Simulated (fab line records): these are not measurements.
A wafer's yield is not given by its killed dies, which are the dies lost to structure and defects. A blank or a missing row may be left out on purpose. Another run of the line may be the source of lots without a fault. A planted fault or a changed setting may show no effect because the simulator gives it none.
fab line records	flow ritCmos
record: lots: 14	wafers: 42	lastDay: 7
route steps=202 shown FOX2@80 SPACER@128 CONTACT@169 M1@201
lots that met no fault: taken from a fault-free run of the same line
startH: hours from the record's opening day to when the first of the lot's shown wafers began	waitH: hours since the lot's step before	" identical to the entry in the row above	L1.1+2: several wafers, shown together as one row	- no value, or no start given	* or withheld: withheld	< > ~ a bound
route shown NAME@n: a module of which the file shows steps, and the number in the route of the first	usual: mean/standard deviation taken from wafers without a fault	same: alike in all rows	chamber/n: place in a boat	sites: each site's reading	_std_site: their standard deviation	_edge_site: mean of outer sites minus mean of inner sites	radiusMm: how far each site lies from the wafer's centre	mask NAME#n: copy n	behind: the tool/chamber that last shaped the wafer	hold: the reason the lot was held/the length of the hold in hours/how it ended	device: the transistor (n, p or np) that didn't switch	end of line: the route-end tests of the same wafers	a step without rows: its recipe alone	killed: count of dies lost to structure and defects at first sort (not the wafer's yield)	map: shows each die of a wafer: x if killed, . if not, _ if none is there
set.NAME: the setting as run; set.NAME@STEP: as run at that earlier step	model.NAME: the simulator's own value behind a step, which no gauge read
a sample of lots followed through the steps of the route, with each step as a table and each wafer as a row
services: a tool's chamber out of use, with start hour (startH, from the record's first day; less than 0 if before it), hours out, and reason
== steps ==
step: RIT_FOX2_THK_MEAS_91
recipe: reads: SiO2_of_FOX2_OXIDATION_00
usual: FIELD_OXIDE_LEFT_2_THK: 253/6.2
lot.wafer	tool	chamber	startH	waitH	FIELD_OXIDE_LEFT_2_THK[nm]
L798.3	filmMetro-01	-	32.48	0.0	244
L798.4	"	-	"	"	243
L798.5	"	-	"	"	242
L799.1	filmMetro-03	-	36.44	0.0	263
L799.5	"	-	"	"	259
L799.6	"	-	"	"	261
L800.1	filmMetro-03	-	43.65	0.0	248
L800.4	"	-	"	"	258
L800.5	"	-	"	"	250
L801.1	filmMetro-03	-	48.89	0.0	252
L801.2	"	-	"	"	258
L801.5	"	-	"	"	257
L802.2	filmMetro-03	-	53.30	0.0	249
L802.5	"	-	"	"	247
L802.6	"	-	"	"	250
L803.1	filmMetro-03	-	57.55	0.0	249
L803.2	"	-	"	"	253
L803.4	"	-	"	"	253
L810.1	filmMetro-03	-	95.72	0.0	264
L810.4	"	-	"	"	268
L810.5	"	-	"	"	258
L812.4	filmMetro-01	-	104.55	0.0	257
L812.5	"	-	"	"	253
L812.6	"	-	"	"	258
L813.1	filmMetro-03	-	107.69	0.0	251
L813.4	"	-	"	"	261
L813.6	"	-	"	"	262
L816.2	filmMetro-02	-	122.36	0.0	249
L816.3	"	-	"	"	250
L816.6	"	-	"	"	250
L817.1	filmMetro-01	-	128.05	0.0	258
L817.4	"	-	"	"	254
L817.6	"	-	"	"	258
L818.2	filmMetro-01	-	131.81	0.0	251
L818.3	"	-	"	"	247
L818.6	"	-	"	"	248
L819.1	filmMetro-03	-	139.46	0.0	256
L819.5	"	-	"	"	260
L819.6	"	-	"	"	265
L820.1	filmMetro-01	-	141.65	0.0	252
L820.2	"	-	"	"	247
L820.6	"	-	"	"	251
step: RIT_SPACER_CVD_03
recipe: material: Si3N4	targetThkNm: 250	tempC: 810	precursor: SiH2Cl2/NH3	timeS: 3300	pressureMtorr: 300	sih2cl2FlowSccm: 60	nh3FlowSccm: 150
lot.wafer	tool	chamber	startH	waitH
L798.3+4+5	lpcvd-01	1	43.99	0.0
L799.1+5+6	lpcvd-02	1	49.96	0.0
L800.1+4+5	lpcvd-02	0	55.31	0.0
L801.1+2+5	lpcvd-01	1	60.08	0.0
L802.2+5+6	lpcvd-02	1	64.62	0.0
L803.1+2+4	lpcvd-02	1	68.84	0.0
L810.1+4+5	lpcvd-01	0	107.58	0.2
L812.4+5+6	lpcvd-01	0	115.79	0.0
L813.1+4+6	lpcvd-01	0	119.63	0.0
L816.2+3+6	lpcvd-02	1	134.09	0.0
L817.1+4+6	lpcvd-02	0	140.23	0.0
L818.2+3+6	lpcvd-01	1	143.44	0.0
L819.1+5+6	lpcvd-02	0	150.62	0.0
L820.1+2+6	lpcvd-02	0	153.36	0.0
step: RIT_SPACER_THK_MEAS_04
recipe: reads: Si3N4_of_SPACER_CVD_03
usual: SPACER_NITRIDE_THK: 249.6/2.2
lot.wafer	tool	chamber	startH	waitH	SPACER_NITRIDE_THK[nm]
L798.3	filmMetro-01	-	45.93	0.0	246.7
L798.4	"	-	"	"	247.1
L798.5	"	-	"	"	249.3
L799.1	filmMetro-04	-	51.88	0.0	251.8
L799.5	"	-	"	"	252.8
L799.6	"	-	"	"	250.5
L800.1	filmMetro-01	-	57.22	0.0	247.0
L800.4	"	-	"	"	249.1
L800.5	"	-	"	"	247.1
L801.1	filmMetro-01	-	62.00	0.0	248.8
L801.2	"	-	"	"	249.4
L801.5	"	-	"	"	249.0
L802.2	filmMetro-04	-	66.55	0.0	95.7
L802.5	"	-	"	"	97.5
L802.6	"	-	"	"	96.2
L803.1	filmMetro-03	-	70.75	0.0	95.7
L803.2	"	-	"	"	94.3
L803.4	"	-	"	"	94.1
L810.1	filmMetro-01	-	109.50	0.0	244.8
L810.4	"	-	"	"	246.0
L810.5	"	-	"	"	246.9
L812.4	filmMetro-04	-	117.74	0.0	250.1
L812.5	"	-	"	"	252.0
L812.6	"	-	"	"	250.7
L813.1	filmMetro-03	-	121.54	0.0	251.5
L813.4	"	-	"	"	252.9
L813.6	"	-	"	"	250.8
L816.2	filmMetro-03	-	136.01	0.0	250.8
L816.3	"	-	"	"	251.8
L816.6	"	-	"	"	251.7
L817.1	filmMetro-03	-	142.15	0.0	250.2
L817.4	"	-	"	"	251.7
L817.6	"	-	"	"	249.7
L818.2	filmMetro-03	-	145.37	0.0	251.2
L818.3	"	-	"	"	248.4
L818.6	"	-	"	"	251.3
L819.1	filmMetro-04	-	152.54	0.0	250.6
L819.5	"	-	"	"	250.2
L819.6	"	-	"	"	249.6
L820.1	filmMetro-04	-	155.28	0.0	253.6
L820.2	"	-	"	"	253.7
L820.6	"	-	"	"	251.2
step: RIT_SPACER_ETCHBACK_05
recipe: targetDepthA: 2500	SF6_flow_sccm: 30	CHF3_flow_sccm: 30	target: Si3N4	chemistry: SF6/CHF3	pressureMtorr: 40	rfW: 250	timeS: 240	stopOn: SiO2
usual: drypumpMotorCurrentA: 5.9/0.46	oesProductAu: 0.847/0.013	throttleValvePct: 10.34/0.13
lot.wafer	tool	chamber	startH	waitH	drypumpMotorCurrentA	oesProductAu	rfHoursCounterH	throttleValvePct
L798.3	rieDiel-03	2	45.97	0.0	6.4	0.844	103	10.47
L798.4	"	1	"	"	5.7	0.849	92	10.15
L798.5	"	0	"	"	6.5	0.841	-	10.50
L799.1	rieDiel-03	2	51.94	0.1	6.4	0.854	103	10.48
L799.5	"	0	"	"	6.5	0.850	-	10.50
L799.6	"	3	"	"	6.0	0.860	-	10.39
L800.1	rieDiel-02	2	57.28	0.1	5.1	0.860	7	10.52
L800.4	"	0	"	"	5.8	0.829	162	10.37
L800.5	"	3	"	"	5.3	0.824	-	10.20
L801.1	rieDiel-01	3	62.06	0.1	6.2	0.838	23	10.48
L801.2	"	0	"	"	6.0	0.847	86	10.32
L801.5	"	2	"	"	5.5	0.843	-	10.28
L802.2	rieDiel-03	2	66.60	0.0	6.4	0.477	104	10.34
L802.5	"	0	"	"	6.5	0.462	-	10.39
L802.6	"	3	"	"	6.0	0.481	-	10.27
L803.1	rieDiel-02	0	70.81	0.1	5.8	0.456	162	10.22
L803.2	"	1	"	"	5.3	0.456	119	10.05
L803.4	"	2	"	"	5.2	0.474	7	10.41
L810.1	rieDiel-01	0	109.56	0.1	6.0	0.830	87	10.32
L810.4	"	3	"	"	6.2	0.842	24	10.51
L810.5	"	3	"	"	6.2	0.833	-	10.50
L812.4	rieDiel-01	3	117.77	0.0	6.2	0.854	24	10.50
L812.5	"	1	"	"	6.6	0.836	-	10.19
L812.6	"	2	"	"	5.5	0.850	-	10.27
L813.1	rieDiel-03	1	121.60	0.1	5.7	0.867	94	10.14
L813.4	"	2	"	"	6.4	0.863	105	10.48
L813.6	"	2	"	"	6.4	0.854	-	10.48
L816.2	rieDiel-01	0	136.06	0.0	6.0	0.848	87	10.33
L816.3	"	3	"	"	6.2	0.856	24	10.50
L816.6	"	0	"	"	6.0	0.861	-	10.29
L817.1	rieDiel-02	2	142.21	0.1	5.2	0.855	8	10.54
L817.4	"	0	"	"	5.8	0.888	1	10.36
L817.6	"	2	"	"	5.2	0.867	-	10.53
L818.2	rieDiel-01	0	145.42	0.0	6.0	0.860	88	10.31
L818.3	"	3	"	"	6.2	0.851	24	10.48
L818.6	"	0	"	"	6.0	0.866	-	10.32
L819.1	rieDiel-01	1	152.60	0.1	6.6	0.833	116	10.18
L819.5	"	2	"	"	5.5	0.846	-	10.28
L819.6	"	3	"	"	6.2	0.848	-	10.48
L820.1	rieDiel-02	1	155.34	0.1	5.3	0.857	121	10.19
L820.2	"	2	"	"	5.1	0.869	9	10.52
L820.6	"	0	"	"	5.8	0.875	-	10.37
step: RIT_CONTACT_THK_MEAS_01
recipe: reads: SiO2_of_CONTACT_CVD_00
usual: CONTACT_TEOS_THK: 400/4.6
lot.wafer	tool	chamber	startH	waitH	CONTACT_TEOS_THK[nm]
L798.3	filmMetro-04	-	50.49	0.0	395
L798.4	"	-	"	"	401
L798.5	"	-	"	"	403
L799.1	filmMetro-02	-	56.59	0.1	391
L799.5	"	-	"	"	406
L799.6	"	-	"	"	399
L800.1	filmMetro-04	-	61.92	0.0	396
L800.4	"	-	"	"	410
L800.5	"	-	"	"	403
L801.1	filmMetro-03	-	66.72	0.0	399
L801.2	"	-	"	"	396
L801.5	"	-	"	"	408
L802.2	filmMetro-03	-	71.28	0.1	395
L802.5	"	-	"	"	402
L802.6	"	-	"	"	402
L803.1	filmMetro-04	-	75.74	0.0	395
L803.2	"	-	"	"	396
L803.4	"	-	"	"	403
L810.1	filmMetro-03	-	114.17	0.0	396
L810.4	"	-	"	"	403
L810.5	"	-	"	"	400
L812.4	filmMetro-02	-	122.69	0.0	405
L812.5	"	-	"	"	405
L812.6	"	-	"	"	401
L813.1	filmMetro-03	-	126.32	0.0	395
L813.4	"	-	"	"	395
L813.6	"	-	"	"	397
L816.2	filmMetro-04	-	140.58	0.0	393
L816.3	"	-	"	"	394
L816.6	"	-	"	"	401
L817.1	filmMetro-03	-	146.93	0.0	400
L817.4	"	-	"	"	405
L817.6	"	-	"	"	410
L818.2	filmMetro-03	-	149.93	0.0	393
L818.3	"	-	"	"	396
L818.6	"	-	"	"	398
L819.1	filmMetro-03	-	157.10	0.0	390
L819.5	"	-	"	"	397
L819.6	"	-	"	"	399
L820.1	filmMetro-04	-	160.28	0.0	399
L820.2	"	-	"	"	397
L820.6	"	-	"	"	405
step: RIT_CONTACT_CD_MEAS_90
recipe: targetCdNm: 1000
usual: cdNm: 999.7/2.7
lot.wafer	tool	chamber	startH	waitH	cdNm
L798.3	cdSem-01	-	52.34	0.1	993.9
L798.4	"	-	"	"	992.3
L798.5	"	-	"	"	993.8
L799.1	cdSem-01	-	58.29	0.1	999.5
L799.5	"	-	"	"	997.7
L799.6	"	-	"	"	997.7
L800.1	cdSem-01	-	63.74	0.1	999.0
L800.4	"	-	"	"	1000.0
L800.5	"	-	"	"	1000.6
L801.1	cdSem-01	-	68.63	0.1	996.8
L801.2	"	-	"	"	994.8
L801.5	"	-	"	"	998.7
L802.2	cdSem-01	-	73.06	0.1	1002.1
L802.5	"	-	"	"	1000.2
L802.6	"	-	"	"	1001.5
L803.1	cdSem-02	-	77.56	0.1	1000.0
L803.2	"	-	"	"	999.7
L803.4	"	-	"	"	1000.0
L810.1	cdSem-02	-	116.00	0.1	1001.9
L810.4	"	-	"	"	1000.5
L810.5	"	-	"	"	1001.0
L812.4	cdSem-02	-	124.71	0.2	1001.3
L812.5	"	-	"	"	1001.6
L812.6	"	-	"	"	999.8
L813.1	cdSem-01	-	128.15	0.1	1004.9
L813.4	"	-	"	"	1004.2
L813.6	"	-	"	"	1003.7
L816.2	cdSem-02	-	142.29	0.1	998.7
L816.3	"	-	"	"	997.8
L816.6	"	-	"	"	998.1
L817.1	cdSem-02	-	148.63	0.1	1002.5
L817.4	"	-	"	"	1004.0
L817.6	"	-	"	"	1002.1
L818.2	cdSem-02	-	151.77	0.1	999.5
L818.3	"	-	"	"	1001.4
L818.6	"	-	"	"	998.8
L819.1	cdSem-01	-	158.80	0.1	999.0
L819.5	"	-	"	"	1000.8
L819.6	"	-	"	"	1002.1
L820.1	cdSem-02	-	162.25	0.1	1000.7
L820.2	"	-	"	"	1000.6
L820.6	"	-	"	"	1001.3
step: RIT_M1_BOW_MEAS_16
recipe: mode: bow
usual: M1_BOW: 16/6.6
lot.wafer	tool	chamber	startH	waitH	M1_BOW[um]
L798.3	filmMetro-01	-	56.88	0.0	10
L798.4	"	-	"	"	17
L798.5	"	-	"	"	18
L799.1	filmMetro-02	-	62.69	0.0	23
L799.5	"	-	"	"	18
L799.6	"	-	"	"	24
L800.1	filmMetro-04	-	68.14	0.0	18
L800.4	"	-	"	"	24
L800.5	"	-	"	"	22
L801.1	filmMetro-02	-	73.36	0.0	17
L801.2	"	-	"	"	16
L801.5	"	-	"	"	9
L802.2	filmMetro-01	-	77.99	0.0	-7
L802.5	"	-	"	"	-8
L802.6	"	-	"	"	-1
L803.1	filmMetro-01	-	84.45	0.0	-9
L803.2	"	-	"	"	-2
L803.4	"	-	"	"	-16
L810.1	filmMetro-02	-	120.60	0.0	23
L810.4	"	-	"	"	20
L810.5	"	-	"	"	15
L812.4	filmMetro-01	-	129.29	0.1	12
L812.5	"	-	"	"	25
L812.6	"	-	"	"	23
L813.1	filmMetro-01	-	133.06	0.0	28
L813.4	"	-	"	"	11
L813.6	"	-	"	"	21
L816.2	filmMetro-02	-	146.67	0.0	20
L816.3	"	-	"	"	15
L816.6	"	-	"	"	26
L817.1	filmMetro-01	-	153.35	0.0	18
L817.4	"	-	"	"	18
L817.6	"	-	"	"	9
L818.2	filmMetro-01	-	156.32	0.0	7
L818.3	"	-	"	"	8
L818.6	"	-	"	"	15
L819.1	filmMetro-04	-	163.75	0.0	29
L819.5	"	-	"	"	9
L819.6	"	-	"	"	13
L820.1	filmMetro-01	-	167.04	0.0	11
L820.2	"	-	"	"	25
L820.6	"	-	"	"	4
== services ==
tool	chamber	startH	hours	kind
rieDiel-01	-	22.87	4.3	pm
rieDiel-02	2	46.25	1.8	repair
rieDiel-03	-	63.17	1.2	repair
rieDiel-03	1	67.11	4.3	repair
rieDiel-03	0	69.56	6.8	repair
rieDiel-03	2	74.67	8.6	repair
rieDiel-03	0	83.14	16.3	repair
rieDiel-02	0	86.89	-	clean
rieDiel-02	0	86.89	23.2	scheduledDown
rieDiel-02	0	86.89	23.2	ventCycle
lpcvd-02	-	100.66	6.1	pm
rieDiel-02	1	119.97	2.4	repair
rieDiel-02	-	135.30	2.8	pm
== key ==
firstSign: step: RIT_SPACER_THK_MEAS_04	reading: SPACER_NITRIDE_THK	direction: down	sigmas: 70	usual: 249.6	struck: 95.6
effect: step: RIT_SPACER_ETCHBACK_05	reading: oesProductAu	direction: down	sigmas: 29	usual: 0.847	struck: 0.468
effect: step: RIT_M1_BOW_MEAS_16	reading: M1_BOW	direction: down	sigmas: 3.5	usual: 16	struck: -7
metAt RIT_SPACER_CVD_03
struckLots L802,L803
struckWafers L802.2,L802.5,L802.6,L803.1,L803.2,L803.4
testerLeftOut L802,L803
notActingAt RIT_FOX2_THK_MEAS_91,RIT_CONTACT_THK_MEAS_01,RIT_CONTACT_CD_MEAS_90
onsetBetween 49.96 64.62
fault: kind: processParameterDrift	tool: lpcvd-02	chamber: 1	onsetH: 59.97	steps: RIT_SPACER_CVD_03	channel: targetThkNm	offset: -152.83	shape: step	endH: 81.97	actsIn: theseRecipesOnly	stated: 250
testerLeftOut: of these lots the tester's yield and bins aren't shown, on N5 and GAA mostly nor the transistor test; their killed dies are dies lost to structure and defects alone, not to doping, threshold or leakage, so they don't give the yield
